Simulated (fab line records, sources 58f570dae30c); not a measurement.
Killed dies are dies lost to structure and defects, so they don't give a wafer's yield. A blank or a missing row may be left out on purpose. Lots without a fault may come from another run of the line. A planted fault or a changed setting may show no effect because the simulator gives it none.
Problem report in the 8D (eight disciplines) form, filled by code | flow berkeley_cmos170 | the parts of the form that need people (team, actions taken, sign-off) are left out

1. THE PROBLEM
bias_w at UCB170_M3_ETCH_17 reads a mean of 118.68 W on 6 wafers of 2 lots; wafers without a fault read 100.06 W with a standard deviation of 0.3. That is +62 standard deviations from the usual mean.
The step: etches BARC in N2/H2.
First seen on wafer L691.1, day 10 20:56, on rie_diel-03. The record holds 42 wafers of 14 lots with a number at this step. Rule for "out", or "out of limits": more than 4 standard deviations from the usual mean. The other wafers with a number count as sound.

2. WHAT IT IS AND WHAT IT IS NOT
question                    | is                     | is not
which readings at this step | bias_w                 | drypump_motor_current_A, throttle_valve_pct
which lots                  | L691, L696             | L677, L679, L681, L682, L683, L685, L686, L688, L694, L698, L699, L700
which wafers of those lots  | all that have a number | -
read on which tools         | rie_diel-03            | rie_diel-02, rie_diel-04
when                        | from day 10 20:56      | up to then (24 sound wafers); but 12 sound wafers of L694, L698, L699, L700 came after

3. SUSPECTS, AND WHAT RULES EACH OUT
Counting: a tool at a process step up to the reading stays a suspect if it ran every lot that is out and no sound lot after the first of them.
- rie_diel-03 at UCB170_M3_ETCH_17 (etches BARC in N2/H2): kept. It ran every lot that is out, first L691 (day 10 20:56), and no sound lot after that; its last sound lot up to then is L683 (day 9 02:17). Its own readings are out on those wafers: bias_w.
Left after counting: rie_diel-03 at UCB170_M3_ETCH_17.

4. THE CAUSE (what the simulator had put in)
Process parameter drift: rie_diel-03, from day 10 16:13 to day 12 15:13, at UCB170_M3_ETCH_17. Setting bias_w, moved by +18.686, from 100. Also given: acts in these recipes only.
Counting left only this tool.

5. THE CHAIN OF EFFECTS, in route order
Each row: a reading whose mean over the struck wafers that have a number lies more than 3 standard deviations from the usual. Only readings for which the record gives a usual standard deviation are gone through. hours: the time from each lot's start at the first step in this table that gives one to its start at this step, as a median over the lots. sigmas: the change in usual standard deviations.
hours | step              | reading | usual    | on struck wafers | change | sigmas
0     | UCB170_M3_ETCH_17 | bias_w  | 100.06 W | 118.68           | +18.62 | +62
The process steps in it:
- UCB170_M3_ETCH_17: etches BARC in N2/H2.

6. WHAT WOULD HAVE CAUGHT IT SOONER
In this record the first reading out of limits was taken at day 10 20:56, 5 hours after the fault began at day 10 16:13.
